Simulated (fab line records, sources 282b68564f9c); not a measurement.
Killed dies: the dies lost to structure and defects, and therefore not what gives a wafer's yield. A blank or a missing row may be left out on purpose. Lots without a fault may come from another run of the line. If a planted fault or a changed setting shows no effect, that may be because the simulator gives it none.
Which of the tools did it? :: flow rit-cmos :: 14 lots with 42 wafers sampled at 2 steps, on a route of 202 steps

WHAT EACH GAUGE READ, for each wafer
RIT_GATE_CD_MEAS_16: the cd target is 150 nm. Usual: cd-nm 149.3 nm, standard deviation 2.3.
lot: L890
measured: day 2 16:22
on: cd-sem-02
cd-nm (nm): 151.5 151.1 149.1
flag: 

lot: L891
measured: day 2 20:13
on: cd-sem-01
cd-nm (nm): 148.1 149.1 146.2
flag: 

lot: L892
measured: day 3 08:32
on: cd-sem-01
cd-nm (nm): 148.7 150.0 148.7
flag: 

lot: L893
measured: day 3 08:47
on: cd-sem-02
cd-nm (nm): 148.4 147.9 147.3
flag: 

lot: L896
measured: day 4 08:43
on: cd-sem-02
cd-nm (nm): 152.2 152.7 149.0
flag: 

lot: L898
measured: day 4 10:21
on: cd-sem-02
cd-nm (nm): 147.0 147.3 146.9
flag: 

lot: L899
measured: day 4 16:02
on: cd-sem-01
cd-nm (nm): 151.2 152.6 148.4
flag: 

lot: L900
measured: day 4 18:43
on: cd-sem-01
cd-nm (nm): 145.9 148.2 147.0
flag: 

lot: L903
measured: day 5 09:33
on: cd-sem-02
cd-nm (nm): 161.8 161.2 162.0
flag: OFF

lot: L904
measured: day 5 13:41
on: cd-sem-01
cd-nm (nm): 150.9 150.9 150.0
flag: 

lot: L905
measured: day 5 18:29
on: cd-sem-01
cd-nm (nm): 163.6 162.4 162.9
flag: OFF

lot: L910
measured: day 6 19:25
on: cd-sem-01
cd-nm (nm): 146.6 148.0 150.9
flag: 

lot: L912
measured: day 7 10:51
on: cd-sem-01
cd-nm (nm): 147.1 145.5 144.8
flag: 

lot: L913
measured: day 7 13:21
on: cd-sem-01
cd-nm (nm): 146.5 147.9 147.7
flag: 

WHAT TOOL EACH LOT RAN ON (gives the tool, then ch and the chambers of the sampled wafers, and finally the start)
lot: L890
RIT_GATE_COAT_11: litho-track-03 ch 0, day 2 15:32

lot: L891
RIT_GATE_COAT_11: litho-track-03 ch 0, day 2 19:23

lot: L892
RIT_GATE_COAT_11: litho-track-04 ch 0, day 3 07:43

lot: L893
RIT_GATE_COAT_11: litho-track-03 ch 0, day 3 07:43

lot: L896
RIT_GATE_COAT_11: litho-track-01 ch 0, day 4 07:52

lot: L898
RIT_GATE_COAT_11: litho-track-03 ch 0, day 4 09:23

lot: L899
RIT_GATE_COAT_11: litho-track-01 ch 0, day 4 15:20

lot: L900
RIT_GATE_COAT_11: litho-track-03 ch 0, day 4 17:54

lot: L903
RIT_GATE_COAT_11: litho-track-03 ch 0, day 5 08:44

lot: L904
RIT_GATE_COAT_11: litho-track-01 ch 0, day 5 12:52

lot: L905
RIT_GATE_COAT_11: litho-track-03 ch 0, day 5 17:47

lot: L910
RIT_GATE_COAT_11: litho-track-04 ch 0, day 6 18:43

lot: L912
RIT_GATE_COAT_11: litho-track-04 ch 0, day 7 09:55

lot: L913
RIT_GATE_COAT_11: litho-track-01 ch 0, day 7 12:30
- RIT_GATE_COAT_11: resist thk 850 nm.

WHAT THE TOOLS THEMSELVES READ (means of the sampled wafers that have a number; where no wafer has one, the mark that the record gives instead)
RIT_GATE_COAT_11. Usual: chill-plate-temp-C 23.00 C, standard deviation 0.097; exhaust-pa 45.0 Pa, standard deviation 0.9.
lot: L890
tool: litho-track-03
chill-plate-temp-C (C): 23.02
exhaust-pa (Pa): 43.7
flag: 

lot: L891
tool: litho-track-03
chill-plate-temp-C (C): 22.88
exhaust-pa (Pa): 44.0
flag: 

lot: L892
tool: litho-track-04
chill-plate-temp-C (C): 23.02
exhaust-pa (Pa): 45.6
flag: 

lot: L893
tool: litho-track-03
chill-plate-temp-C (C): 23.07
exhaust-pa (Pa): 45.6
flag: 

lot: L896
tool: litho-track-01
chill-plate-temp-C (C): 22.97
exhaust-pa (Pa): 46.2
flag: 

lot: L898
tool: litho-track-03
chill-plate-temp-C (C): 23.01
exhaust-pa (Pa): 44.9
flag: 

lot: L899
tool: litho-track-01
chill-plate-temp-C (C): 23.00
exhaust-pa (Pa): 43.6
flag: 

lot: L900
tool: litho-track-03
chill-plate-temp-C (C): 22.92
exhaust-pa (Pa): 44.7
flag: 

lot: L903
tool: litho-track-03
chill-plate-temp-C (C): 22.92
exhaust-pa (Pa): 44.8
flag: 

lot: L904
tool: litho-track-01
chill-plate-temp-C (C): 22.99
exhaust-pa (Pa): 45.2
flag: 

lot: L905
tool: litho-track-03
chill-plate-temp-C (C): 23.12
exhaust-pa (Pa): 45.7
flag: 

lot: L910
tool: litho-track-04
chill-plate-temp-C (C): 22.96
exhaust-pa (Pa): 45.1
flag: 

lot: L912
tool: litho-track-04
chill-plate-temp-C (C): 23.04
exhaust-pa (Pa): 44.6
flag: 

lot: L913
tool: litho-track-01
chill-plate-temp-C (C): 23.06
exhaust-pa (Pa): 44.4
flag: 

THE ANSWER, worked out from the rows above alone
Rule: lot off if the mean of its wafers having a number is beyond 3 standard deviations from the usual mean. Also off: a lot with no number at a reading for which 4 or more lots have one. All remaining lots with rows at the step are treated as sound. The gauges are gone through in route order, then the tools' own readings, and for those a lot's mean is taken as printed above. The first step at which some lot is off is used, and at that step the reading that is off furthest; a lot without a number counts as furthest.
Off at RIT_GATE_CD_MEAS_16 (cd-nm): L903, L905.
If a tool, at a process step before that reading, ran all the lots that are off and no sound lot after the first of them, it fits. Those tools and the gauges at RIT_GATE_CD_MEAS_16 are tried in the same way. One candidate fits, namely litho-track-03 at RIT_GATE_COAT_11. Its last sound lot is L900 (day 4 17:54), its first lot that is off L903 (day 5 08:44): a fault that began between those two fits.

WHAT HAD BEEN PUT IN BY THE SIMULATOR
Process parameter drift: litho-track-03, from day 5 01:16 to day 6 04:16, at RIT_GATE_COAT_11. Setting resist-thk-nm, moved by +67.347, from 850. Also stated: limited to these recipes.
Shown lots that were struck: L903, L905. The same result came from the rule above.
